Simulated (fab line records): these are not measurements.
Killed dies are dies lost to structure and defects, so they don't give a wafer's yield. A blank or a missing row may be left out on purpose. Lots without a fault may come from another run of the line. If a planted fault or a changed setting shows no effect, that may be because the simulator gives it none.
fab line records + flow ritCmos
record
- lots=6
- wafers=18
- lastDay=8
route steps=202 shown GATE@75 FOX2@80 M1@202
lots that met no fault: taken from a fault-free run of the same line
startH: the number of hours between the record's first day and the start of the first shown wafer of the lot + waitH: time in hours since the lot's previous step + " same as the row above + L1.1+2: several wafers, shown together as one row + - no value, or no start was given + * or withheld: withheld + < > ~ a bound
route shown NAME@n: NAME is a module with steps in the file, n the number in the route of the first one + usual: average and standard deviation across the fault-free wafers + same: alike in all rows + chamber/n: place in a boat + sites: readings site by site + _std_site: the values' standard deviation + _edge_site: outer sites' mean less inner sites' + radiusMm: for every site, how far away it sits from the centre of the wafer + mask NAME#n: copy n + behind: tool/chamber where the wafer was last shaped + hold: why the lot was held/for how many hours/how that ended + device: names the non-switching transistor (n, p or np) + end of line: tests run on the same wafers once the route is complete + step lacking rows: just its recipe + killed: not the wafer's yield, but the dies lost to structure and defects at the first sort + map: a wafer's dies, x killed, . not, _ none there
set.NAME: the setting that was run; set.NAME@STEP: the one run at that earlier step + model.NAME: the simulator's own value behind a step, which no gauge read
lots at some steps of the route; a table a step, a row a wafer
services: the hour from which a tool's chamber was out of use, counted from the record's first day as startH (under 0 if before that day), plus the number of hours and why
## steps
# step RIT_GATE_WET_ETCH_00
# recipe
- chemistry=BOE
- target=SiO2
- targetDepthNm=56
- timeS=60
- dry=n2Spin
- dilution=10:1
- tempC=21.5
# step RIT_GATE_CLEAN_01
# recipe
- chemistry=SC1
- mix=3:3:50
- timeS=600
- tempC=75
# step RIT_GATE_CLEAN_02
# recipe
- chemistry=dHF
- dilution=50:1
- timeS=30
# step RIT_GATE_CLEAN_03
# recipe
- chemistry=SC2
- mix=3:3:50
- timeS=600
- tempC=75
- dry=n2Spin
# step RIT_GATE_CLEAN_04
# recipe
- chemistry=dHF
- dilution=50:1
- timeS=60
- dry=n2Spin
# step RIT_FOX2_THK_MEAS_91
# recipe
- reads=SiO2_of_FOX2_OXIDATION_00
# usual
- FIELD_OXIDE_LEFT_2_THK=254/7.8
| lot.wafer | tool         | chamber | startH | waitH | FIELD_OXIDE_LEFT_2_THK[nm] |
|-----------|--------------|---------|--------|-------|----------------------------|
| L891.2    | filmMetro-01 | -       | 38.82  | 0.0   | 260                        |
| L891.3    | "            | -       | "      | "     | 264                        |
| L891.5    | "            | -       | "      | "     | 264                        |
| L896.1    | filmMetro-01 | -       | 71.94  | 0.0   | 251                        |
| L896.4    | "            | -       | "      | "     | 256                        |
| L896.6    | "            | -       | "      | "     | 256                        |
| L903.1    | filmMetro-04 | -       | 99.48  | 0.0   | 256                        |
| L903.3    | "            | -       | "      | "     | 253                        |
| L903.6    | "            | -       | "      | "     | 252                        |
| L905.2    | filmMetro-02 | -       | 109.49 | 0.0   | 245                        |
| L905.3    | "            | -       | "      | "     | 243                        |
| L905.4    | "            | -       | "      | "     | 236                        |
| L911.2    | filmMetro-01 | -       | 138.56 | 0.0   | 255                        |
| L911.4    | "            | -       | "      | "     | 263                        |
| L911.6    | "            | -       | "      | "     | 264                        |
| L913.1    | filmMetro-04 | -       | 149.62 | 0.0   | 257                        |
| L913.3    | "            | -       | "      | "     | 261                        |
| L913.4    | "            | -       | "      | "     | 263                        |
# step RIT_GATE_OXIDATION_05
# recipe
- tempC=900
- ambient=O2
- targetThkA=30
- oxTimeS=270
# step RIT_GATE_ANNEAL_06
# recipe
- tempC=900
- timeS=600
- ambient=N2O
# step RIT_GATE_THK_MEAS_07
# recipe
- reads=SiO2_of_GATE_OXIDATION_05
# usual
- GATE_OXIDE_THK=2.98/0.062
| lot.wafer | tool         | chamber | startH | waitH | GATE_OXIDE_THK[nm] |
|-----------|--------------|---------|--------|-------|--------------------|
| L891.2    | filmMetro-01 | -       | 41.52  | 0.0   | 3.02               |
| L891.3    | "            | -       | "      | "     | 2.95               |
| L891.5    | "            | -       | "      | "     | 3.03               |
| L896.1    | filmMetro-01 | -       | 77.85  | 0.0   | 2.92               |
| L896.4    | "            | -       | "      | "     | 2.94               |
| L896.6    | "            | -       | "      | "     | 2.83               |
| L903.1    | filmMetro-02 | -       | 102.82 | 0.0   | 2.94               |
| L903.3    | "            | -       | "      | "     | 2.90               |
| L903.6    | "            | -       | "      | "     | 2.94               |
| L905.2    | filmMetro-04 | -       | 111.08 | 0.0   | 2.90               |
| L905.3    | "            | -       | "      | "     | 2.89               |
| L905.4    | "            | -       | "      | "     | 2.89               |
| L911.2    | filmMetro-04 | -       | 140.36 | 0.0   | 3.05               |
| L911.4    | "            | -       | "      | "     | 3.06               |
| L911.6    | "            | -       | "      | "     | 3.10               |
| L913.1    | filmMetro-01 | -       | 154.59 | 0.0   | 2.94               |
| L913.3    | "            | -       | "      | "     | 2.93               |
| L913.4    | "            | -       | "      | "     | 2.90               |
# step RIT_GATE_CVD_08
# recipe
- material=poly-Si
- targetThkNm=250
- tempC=610
- precursor=SiH4
- timeS=2220
- pressureMtorr=300
- sih4FlowSccm=100
# step RIT_GATE_THK_MEAS_09
# recipe
- reads=poly-Si_of_GATE_CVD_08
# usual
- GATE_POLY_THK=248.9/2.5
| lot.wafer | tool         | chamber | startH | waitH | GATE_POLY_THK[nm] |
|-----------|--------------|---------|--------|-------|-------------------|
| L891.2    | filmMetro-02 | -       | 43.19  | 0.0   | 255.0             |
| L891.3    | "            | -       | "      | "     | 249.6             |
| L891.5    | "            | -       | "      | "     | 251.8             |
| L896.1    | filmMetro-02 | -       | 79.53  | 0.0   | 253.4             |
| L896.4    | "            | -       | "      | "     | 252.8             |
| L896.6    | "            | -       | "      | "     | 255.8             |
| L903.1    | filmMetro-04 | -       | 104.49 | 0.0   | 247.0             |
| L903.3    | "            | -       | "      | "     | 249.8             |
| L903.6    | "            | -       | "      | "     | 251.0             |
| L905.2    | filmMetro-01 | -       | 113.56 | 0.0   | 252.6             |
| L905.3    | "            | -       | "      | "     | 251.7             |
| L905.4    | "            | -       | "      | "     | 251.3             |
| L911.2    | filmMetro-04 | -       | 142.03 | 0.0   | 248.3             |
| L911.4    | "            | -       | "      | "     | 249.0             |
| L911.6    | "            | -       | "      | "     | 250.4             |
| L913.1    | filmMetro-01 | -       | 156.27 | 0.0   | 249.0             |
| L913.3    | "            | -       | "      | "     | 252.7             |
| L913.4    | "            | -       | "      | "     | 251.5             |
# step RIT_GATE_HMDS_10
# recipe
- primeTimeS=60
- primeTempC=140
# step RIT_GATE_COAT_11
# recipe
- resist=NOVOLAK
- spinRpm=4250
- resistThkNm=850
| lot.wafer | tool          | chamber | startH | waitH | model.NOVOLAK_of_GATE_COAT_11.thkNm |
|-----------|---------------|---------|--------|-------|-------------------------------------|
| L891.2    | lithoTrack-03 | 0       | 43.42  | 0.1   | 845.3                               |
| L891.3    | "             | 0       | "      | "     | 845.8                               |
| L891.5    | "             | 0       | "      | "     | 845.7                               |
| L896.1    | lithoTrack-01 | 0       | 79.84  | 0.1   | 850                                 |
| L896.4    | "             | 0       | "      | "     | 849.5                               |
| L896.6    | "             | 0       | "      | "     | 850.8                               |
| L903.1    | lithoTrack-03 | 0       | 104.70 | 0.1   | 916.5                               |
| L903.3    | "             | 0       | "      | "     | 912.5                               |
| L903.6    | "             | 0       | "      | "     | 916.9                               |
| L905.2    | lithoTrack-03 | 0       | 113.80 | 0.1   | 918.6                               |
| L905.3    | "             | 0       | "      | "     | 921.5                               |
| L905.4    | "             | 0       | "      | "     | 915.9                               |
| L911.2    | lithoTrack-01 | 0       | 142.26 | 0.1   | 852.5                               |
| L911.4    | "             | 0       | "      | "     | 850.6                               |
| L911.6    | "             | 0       | "      | "     | 850.1                               |
| L913.1    | lithoTrack-01 | 0       | 156.48 | 0.1   | 850.2                               |
| L913.3    | "             | 0       | "      | "     | 851.1                               |
| L913.4    | "             | 0       | "      | "     | 849.5                               |
# step RIT_GATE_SOFTBAKE_12
# recipe
- resist=NOVOLAK
- tempC=90
- timeS=60
# step RIT_GATE_EXPOSE_13
# recipe
- maskId=M6
- na=0.6
- sourceShape=conventional
- sigmaOuter=0.6
- targetCdNm=150
- doseMj=380
# step RIT_GATE_PEB_14
# recipe
- resist=NOVOLAK
- tempC=withheld
- timeS=withheld
# step RIT_GATE_DEVELOP_15
# recipe
- resist=NOVOLAK
- developTimeS=50
- devTempC=23
# step RIT_GATE_CD_MEAS_16
# recipe
- targetCdNm=150
# usual
- cdNm=149.3/2.3
| lot.wafer | tool     | chamber | startH | waitH | cdNm  |
|-----------|----------|---------|--------|-------|-------|
| L891.2    | cdSem-01 | -       | 44.24  | -     | 147.3 |
| L891.3    | "        | -       | "      | "     | 147.4 |
| L891.5    | "        | -       | "      | "     | 148.3 |
| L896.1    | cdSem-02 | -       | 80.69  | -     | 153.6 |
| L896.4    | "        | -       | "      | "     | 149.7 |
| L896.6    | "        | -       | "      | "     | 151.6 |
| L903.1    | cdSem-02 | -       | 105.53 | -     | 161.5 |
| L903.3    | "        | -       | "      | "     | 162.1 |
| L903.6    | "        | -       | "      | "     | 161.3 |
| L905.2    | cdSem-01 | -       | 114.50 | -     | 162.6 |
| L905.3    | "        | -       | "      | "     | 163.7 |
| L905.4    | "        | -       | "      | "     | 163.2 |
| L911.2    | cdSem-02 | -       | 142.95 | -     | 151.7 |
| L911.4    | "        | -       | "      | "     | 152.6 |
| L911.6    | "        | -       | "      | "     | 152.0 |
| L913.1    | cdSem-01 | -       | 157.33 | -     | 147.4 |
| L913.3    | "        | -       | "      | "     | 148.7 |
| L913.4    | "        | -       | "      | "     | 148.2 |
# step RIT_GATE_OVL_MEAS_17
# usual
- GATE_OVL=0.6/1.3
| lot.wafer | tool       | chamber | startH | waitH | GATE_OVL[nm] |
|-----------|------------|---------|--------|-------|--------------|
| L891.2    | overlay-01 | -       | 44.35  | 0.1   | -0.6         |
| L891.3    | "          | -       | "      | "     | -0.6         |
| L891.5    | "          | -       | "      | "     | -1.0         |
| L896.1    | overlay-02 | -       | 80.81  | 0.1   | 1.1          |
| L896.4    | "          | -       | "      | "     | 1.7          |
| L896.6    | "          | -       | "      | "     | 1.6          |
| L903.1    | overlay-02 | -       | 105.65 | 0.1   | 1.0          |
| L903.3    | "          | -       | "      | "     | -0.4         |
| L903.6    | "          | -       | "      | "     | 0.3          |
| L905.2    | overlay-01 | -       | 114.60 | 0.1   | -0.6         |
| L905.3    | "          | -       | "      | "     | -1.1         |
| L905.4    | "          | -       | "      | "     | -0.5         |
| L911.2    | overlay-01 | -       | 143.06 | 0.1   | 0.6          |
| L911.4    | "          | -       | "      | "     | 1.1          |
| L911.6    | "          | -       | "      | "     | 2.2          |
| L913.1    | overlay-01 | -       | 157.45 | 0.1   | 0.1          |
| L913.3    | "          | -       | "      | "     | -0.4         |
| L913.4    | "          | -       | "      | "     | -0.2         |
# step RIT_GATE_HARDBAKE_18
# recipe
- resist=NOVOLAK
- tempC=140
- timeS=60
# step RIT_GATE_ETCH_19
# recipe
- chemistry=SF6/CHF3/O2
- timeS=165
- SF6_flow_sccm=30
- CHF3_flow_sccm=30
- O2_flow_sccm=5
- target=poly-Si
- pressureMtorr=40
- rfW=160
- targetDepthA=3125
- overEtchFrac=0.25
- stopOn=SiO2
# usual
- drypumpMotorCurrentA=5.4/0.58
- oesProductAu=0.836/0.011
- throttleValvePct=10.17/0.13
| lot.wafer | tool     | chamber | startH | waitH | drypumpMotorCurrentA | oesProductAu | rfHoursCounterH | throttleValvePct | model.NOVOLAK_of_GATE_COAT_11.thkNm | model.GATE.cdNm |
|-----------|----------|---------|--------|-------|----------------------|--------------|-----------------|------------------|-------------------------------------|-----------------|
| L891.2    | rieSi-02 | 1       | 44.53  | 0.1   | 5.3                  | 0.852        | 125             | 10.07            | 665.6                               | 147.3           |
| L891.3    | "        | 2       | "      | "     | 6.4                  | 0.840        | 135             | 10.25            | 668.8                               | 147.6           |
| L891.5    | "        | 1       | "      | "     | 5.3                  | 0.841        | -               | 10.05            | 666.9                               | 148.5           |
| L896.1    | rieSi-01 | 2       | 81.00  | 0.1   | 4.8                  | 0.839        | 1               | 10.26            | 671.7                               | 153.9           |
| L896.4    | "        | 1       | "      | "     | 4.9                  | 0.839        | 27              | 9.99             | 672.3                               | 149.7           |
| L896.6    | "        | 2       | "      | "     | 4.8                  | 0.842        | -               | 10.26            | 671.6                               | 151.4           |
| L903.1    | rieSi-02 | 2       | 105.83 | 0.1   | 6.3                  | 0.832        | 135             | 10.24            | 730.2                               | 161.4           |
| L903.3    | "        | 0       | "      | "     | 5.0                  | 0.829        | 56              | 10.27            | 723.4                               | 162             |
| L903.6    | "        | 1       | "      | "     | 5.3                  | 0.836        | -               | 10.06            | 728.6                               | 161.4           |
| L905.2    | rieSi-02 | 0       | 114.78 | 0.1   | 5.0                  | 0.839        | 56              | 10.25            | 730.1                               | 162.2           |
| L905.3    | "        | 1       | "      | "     | 5.3                  | 0.838        | 125             | 10.07            | 731.5                               | 163.9           |
| L905.4    | "        | 3       | "      | "     | 5.4                  | 0.846        | 0               | 10.48            | 724.3                               | 163.3           |
| L911.2    | rieSi-02 | 3       | 143.24 | 0.1   | 5.4                  | 0.845        | 0               | 10.48            | 669.4                               | 151.7           |
| L911.4    | "        | 0       | "      | "     | 5.1                  | 0.836        | 56              | 10.25            | 670.1                               | 152.5           |
| L911.6    | "        | 2       | "      | "     | 6.3                  | 0.848        | -               | 10.23            | 673.1                               | 152.4           |
| L913.1    | rieSi-02 | 1       | 157.69 | 0.1   | 5.3                  | 0.831        | 126             | 10.04            | 668.9                               | 147.5           |
| L913.3    | "        | 3       | "      | "     | 5.4                  | 0.852        | 0               | 10.47            | 667.6                               | 148.6           |
| L913.4    | "        | 0       | "      | "     | 5.1                  | 0.842        | 56              | 10.23            | 670                                 | 148             |
# step RIT_GATE_STRIP_20
# recipe
- chemistry=O2
- timeS=180
- resist=NOVOLAK
- platenTempC=withheld
- powerW=500
- pressureMtorr=4000
- o2FlowSccm=3935
# usual
- drypumpMotorCurrentA=5.8/0.34
- rfReflPowerW=7.4/1.5
| lot.wafer | tool           | chamber | startH | waitH | drypumpMotorCurrentA | rfHoursCounterH | rfReflPowerW |
|-----------|----------------|---------|--------|-------|----------------------|-----------------|--------------|
| L891.2    | plasmaAsher-01 | 0       | 44.63  | 0.1   | 5.4                  | 36              | 9.5          |
| L891.3    | "              | 0       | "      | "     | 5.4                  | -               | 9.7          |
| L891.5    | "              | 1       | "      | "     | 6.4                  | -               | 7.8          |
| L896.1    | plasmaAsher-03 | 1       | 81.11  | 0.1   | 5.5                  | 30              | 4.8          |
| L896.4    | "              | 0       | "      | "     | 5.5                  | -               | 7.9          |
| L896.6    | "              | 1       | "      | "     | 5.5                  | -               | 5.0          |
| L903.1    | plasmaAsher-04 | 1       | 105.94 | 0.1   | 5.8                  | 48              | 6.8          |
| L903.3    | "              | 0       | "      | "     | 6.0                  | -               | 6.7          |
| L903.6    | "              | 0       | "      | "     | 6.0                  | -               | 6.6          |
| L905.2    | plasmaAsher-04 | 0       | 114.89 | 0.1   | 6.0                  | 49              | 6.6          |
| L905.3    | "              | 1       | "      | "     | 5.8                  | -               | 7.3          |
| L905.4    | "              | 0       | "      | "     | 6.0                  | -               | 6.8          |
| L911.2    | plasmaAsher-01 | 0       | 143.35 | 0.1   | 5.4                  | 3               | 9.6          |
| L911.4    | "              | 1       | "      | "     | 6.3                  | -               | 8.1          |
| L911.6    | "              | 0       | "      | "     | 5.4                  | -               | 9.7          |
| L913.1    | plasmaAsher-04 | 0       | 157.79 | 0.1   | 6.0                  | 53              | 6.7          |
| L913.3    | "              | 1       | "      | "     | 5.8                  | -               | 7.3          |
| L913.4    | "              | 0       | "      | "     | 6.0                  | -               | 6.7          |
# step RIT_M1_PROBE_99
# usual
- killedAtContacts=0.0/0.2
- killedAtFrontEnd=6.8/3
- killedDies=6.9/3
- killedOpen=3.3/1.9
- killedShort=3.6/1.9
# same
- grossDies=264
- killed_at_M0_to_M3=0
- killed_at_M4_up=0
- killedAtBackSide=0
- killedAtOther=0
| lot.wafer | tool      | chamber | startH | waitH | killedAtContacts | killedAtFrontEnd | killedDies | killedOpen | killedShort |
|-----------|-----------|---------|--------|-------|------------------|------------------|------------|------------|-------------|
| L903.3    | prober-01 | -       | 128.37 | 0.2   | 0                | 5                | 5          | 2          | 2           |
| L903.6    | prober-01 | -       | 128.52 | 0.2   | 1                | 9                | 10         | 3          | 7           |
| L905.2    | prober-01 | -       | 136.48 | 0.1   | 0                | 4                | 4          | 1          | 2           |
| L905.3    | prober-01 | -       | 136.53 | 0.2   | 0                | 8                | 8          | 1          | 7           |
| L905.4    | prober-01 | -       | 136.58 | 0.2   | 0                | 5                | 5          | 1          | 4           |
# killed by level:class
L903.3 GATE:geometricParticle:open=2 GATE:geometricParticle:short=1 REOX:geometricParticle:short=1 GATE:areaExpose=1
L903.6 FOX2:geometricParticle:short=3 FOX2:geometricParticle:open=2 GATE:geometricParticle:short=2 REOX:geometricParticle:short=1 SILICIDE:geometricParticle:short=1 CONTACT:geometricParticle:open=1
L905.2 FOX1:geometricParticle:short=1 REOX:geometricParticle:short=1 REOX:geometricParticle:open=1 GATE:areaExpose=1
L905.3 FOX2:geometricParticle:short=4 GATE:geometricParticle:short=3 GATE:geometricParticle:open=1
L905.4 FOX1:geometricParticle:short=1 FOX2:geometricParticle:short=1 GATE:geometricParticle:open=1 REOX:geometricParticle:short=1 SPACER:geometricParticle:short=1
## services
| tool           | chamber | startH | hours | kind          |
|----------------|---------|--------|-------|---------------|
| plasmaAsher-04 | -       | 46.25  | 2.0   | repair        |
| rieSi-02       | 3       | 59.46  | 3.8   | repair        |
| rieSi-02       | 3       | 74.93  | -     | clean         |
| rieSi-02       | 3       | 74.93  | 17.9  | scheduledDown |
| rieSi-02       | 3       | 74.93  | 17.9  | ventCycle     |
| plasmaAsher-01 | -       | 108.75 | 9.0   | pm            |
| plasmaAsher-01 | 0       | 108.75 | 9.0   | ventCycle     |
| plasmaAsher-01 | 1       | 108.75 | 9.0   | ventCycle     |
| plasmaAsher-01 | 0       | 117.75 | -     | clean         |
| plasmaAsher-01 | 1       | 117.75 | -     | clean         |
| plasmaAsher-01 | -       | 145.83 | 2.8   | pm            |
## key
firstSign
- step=RIT_GATE_CD_MEAS_16
- reading=cdNm
- direction=up
- sigmas=5.8
- usual=149.3
- struck=162.4
effect none on later readings
modelEffect
- step=RIT_GATE_COAT_11
- value=NOVOLAK_of_GATE_COAT_11.thkNm
- without=849.7
- struck=917
modelEffect
- step=RIT_GATE_ETCH_19
- value=NOVOLAK_of_GATE_COAT_11.thkNm
- without=669.1
- struck=728
metAt RIT_GATE_COAT_11
struckWafers L903.1,L903.3,L903.6,L905.2,L905.3,L905.4
testerLeftOut L903,L905
onsetBetween 43.42 104.70
fault
- kind=processParameterDrift
- tool=lithoTrack-03
- chamber=-
- onsetH=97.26
- steps=RIT_GATE_COAT_11
- channel=resistThkNm
- offset=67.347
- shape=step
- endH=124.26
- actsIn=theseRecipesOnly
- stated=850
# testerLeftOut: of these lots the tester's yield and bins aren't shown, on N5 and GAA mostly nor the transistor test; their killed dies are dies lost to structure and defects alone, not to doping, threshold or leakage, so they don't give the yield
